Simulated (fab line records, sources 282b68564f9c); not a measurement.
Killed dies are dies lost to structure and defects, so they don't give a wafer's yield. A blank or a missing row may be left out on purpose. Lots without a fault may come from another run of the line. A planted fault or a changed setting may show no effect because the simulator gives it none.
A struck lot beside a sound one | flow rit_cmos | 28 steps out of a route of 202
Sound: wafers L708.1, L708.3, L708.5. Struck: wafers L724.1, L724.2, L724.5. The cause comes at the end.
At each step with rows: each side's tool, then ch and its chambers, then its first start. Under that, the readings that differ: sound wafers | struck wafers | difference of the means | sigmas: that difference in standard deviations of wafers without a fault.
alike: readings whose means differ by less than 2 such deviations, and words and numbers that are the same on both sides. not compared: withheld readings, readings that some wafer has no value for, bounds like >300 that may hide the same value, and numbers for which the record gives no deviation and whose values overlap.
The two part at a step that has a row with sigmas, a row that says differs or no value, or rows on one side only. Numbers that don't overlap but have no deviation are shown without sigmas and don't part them. A reading that every wafer of one side lacks parts them only if that side has two wafers or more.

RIT_ACTIVE_BOW_MEAS_00:
  sound on film_metro-02, day 1 20:00; struck on film_metro-02, day 5 04:00
  alike: INCOMING_BOW
RIT_ACTIVE_OXIDATION_01: target thk 46.8 nm, ox time 3360 s.
  sound on furnace-01 ch 0, day 1 20:08; struck on furnace-01 ch 0, day 5 05:21
  reading                                       | sound                | struck               | difference | sigmas
  spike_tc_centre_C (C)                         | 1002.3 1004.5 1002.4 | 1013.8 1017.0 1016.6 | +12.7      | +13
  spike_tc_load_C (C)                           | 1020 1021 1022       | 1034 1035 1032       | +13        | +4
  spike_tc_source_C (C)                         | 1019.3 1019.7 1021.1 | 1032.9 1034.2 1033.8 | +13.6      | +5
  model.SiO2_of_ACTIVE_OXIDATION_01.thk_nm (nm) | 46.5 46.67 46.17     | 53.64 52.86 53.03    | +6.73      |
RIT_ACTIVE_THK_MEAS_02:
  sound on film_metro-04, day 1 22:04; struck on film_metro-04, day 5 07:17
  reading               | sound          | struck         | difference | sigmas
  ACTIVE_OXIDE_THK (nm) | 46.6 46.7 46.1 | 53.6 52.8 53.0 | +6.7       | +5
then, 1 step without rows for these wafers: RIT_ACTIVE_CVD_03 (deposits Si3N4 from SiH2Cl2/NH3, target thk 150 nm, time 1500 s).
RIT_ACTIVE_THK_MEAS_04:
  sound on film_metro-02, day 1 23:33; struck on film_metro-04, day 5 08:46
  alike: ACTIVE_NITRIDE_THK
then, 6 steps without rows for these wafers: RIT_ACTIVE_HMDS_05 (prime time 60 s); RIT_ACTIVE_COAT_06 (resist thk 1000 nm); RIT_ACTIVE_SOFTBAKE_07 (time 60 s); RIT_ACTIVE_EXPOSE_08 (exposes mask M1, target cd 1400 nm); RIT_ACTIVE_PEB_09; RIT_ACTIVE_DEVELOP_10 (develop time 50 s).
RIT_ACTIVE_CD_MEAS_11: target cd 1400 nm.
  sound on cd_sem-01, day 2 00:28; struck on cd_sem-02, day 5 09:47
  alike: cd_nm
then, 1 step without rows for these wafers: RIT_ACTIVE_HARDBAKE_12 (time 60 s).
RIT_ACTIVE_ETCH_13: etches Si3N4 in SF6, stops on SiO2, time 210 s, target depth 210 nm.
  sound on rie_diel-02 ch 2,3, day 2 00:44; struck on rie_diel-02 ch 1,2,3, day 5 10:04
  alike: drypump_motor_current_A, oes_product_au, throttle_valve_pct
  not compared: rf_hours_counter_h
RIT_ACTIVE_STRIP_14: strips in O2, time 180 s.
  sound on plasma_asher-02 ch 1, day 2 00:52; struck on plasma_asher-02 ch 0,1, day 5 10:11
  alike: drypump_motor_current_A
  not compared: rf_hours_counter_h
RIT_ACTIVE_CD_MEAS_90: target cd 1400 nm.
  sound on cd_sem-01, day 2 01:02; struck on cd_sem-02, day 5 10:22
  alike: cd_nm
then, 4 steps without rows for these wafers: RIT_ACTIVE_CLEAN_15 (cleans in SC1, time 600 s); RIT_ACTIVE_CLEAN_16 (cleans in dHF, time 30 s); RIT_ACTIVE_CLEAN_17 (cleans in SC2, time 600 s); RIT_FOX1_OXIDATION_00 (target thk 350.7 nm, ox time 1130 s).
RIT_FOX1_THK_MEAS_01:
  sound on film_metro-01, day 2 05:52; struck on film_metro-03, day 5 12:39
  alike: FOX1_OXIDE_THK
then, 2 steps without rows for these wafers: RIT_FOX1_WET_ETCH_02 (etches SiO2 in BOE, target depth 350 nm, time 390 s); RIT_FOX2_OXIDATION_00 (target thk 350.7 nm, ox time 1130 s).
RIT_FOX2_THK_MEAS_01:
  sound on film_metro-03, day 2 09:38; struck on film_metro-03, day 5 14:08
  alike: FOX2_OXIDE_THK
then, 1 step without rows for these wafers: RIT_FOX2_CLEAN_02 (cleans in dHF, time 180 s).
RIT_FOX2_WET_ETCH_03: etches Si3N4 in H3PO4, target depth 195 nm, time 2700 s.
  sound on wet_bench-02 ch 2, day 2 09:45; struck on wet_bench-02 ch 1, day 5 14:15
  reading                                       | sound             | struck           | difference | sigmas
  model.SiO2_of_ACTIVE_OXIDATION_01.thk_nm (nm) | 41.28 40.55 40.11 | 46.75 45.8 46.85 | +5.82      |
  alike: temp_c
RIT_FOX2_THK_MEAS_90:
  sound on film_metro-03, day 2 10:35; struck on film_metro-02, day 5 15:01
  alike: FIELD_OXIDE_LEFT_1_THK
then, 1 step without rows for these wafers: RIT_M1_PROBE_99.

WHERE THEY PART
First at RIT_ACTIVE_OXIDATION_01; last, within this record, at RIT_ACTIVE_THK_MEAS_02. Later steps at which nothing parts them and some readings are alike: RIT_ACTIVE_THK_MEAS_04, RIT_ACTIVE_CD_MEAS_11, RIT_ACTIVE_ETCH_13, RIT_ACTIVE_STRIP_14, RIT_ACTIVE_CD_MEAS_90, RIT_FOX1_THK_MEAS_01, RIT_FOX2_THK_MEAS_01, RIT_FOX2_WET_ETCH_03, RIT_FOX2_THK_MEAS_90.

WHY: what the simulator had put in
Process parameter drift: furnace-01, from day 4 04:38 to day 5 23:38, at RIT_ACTIVE_OXIDATION_01. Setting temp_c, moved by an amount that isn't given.
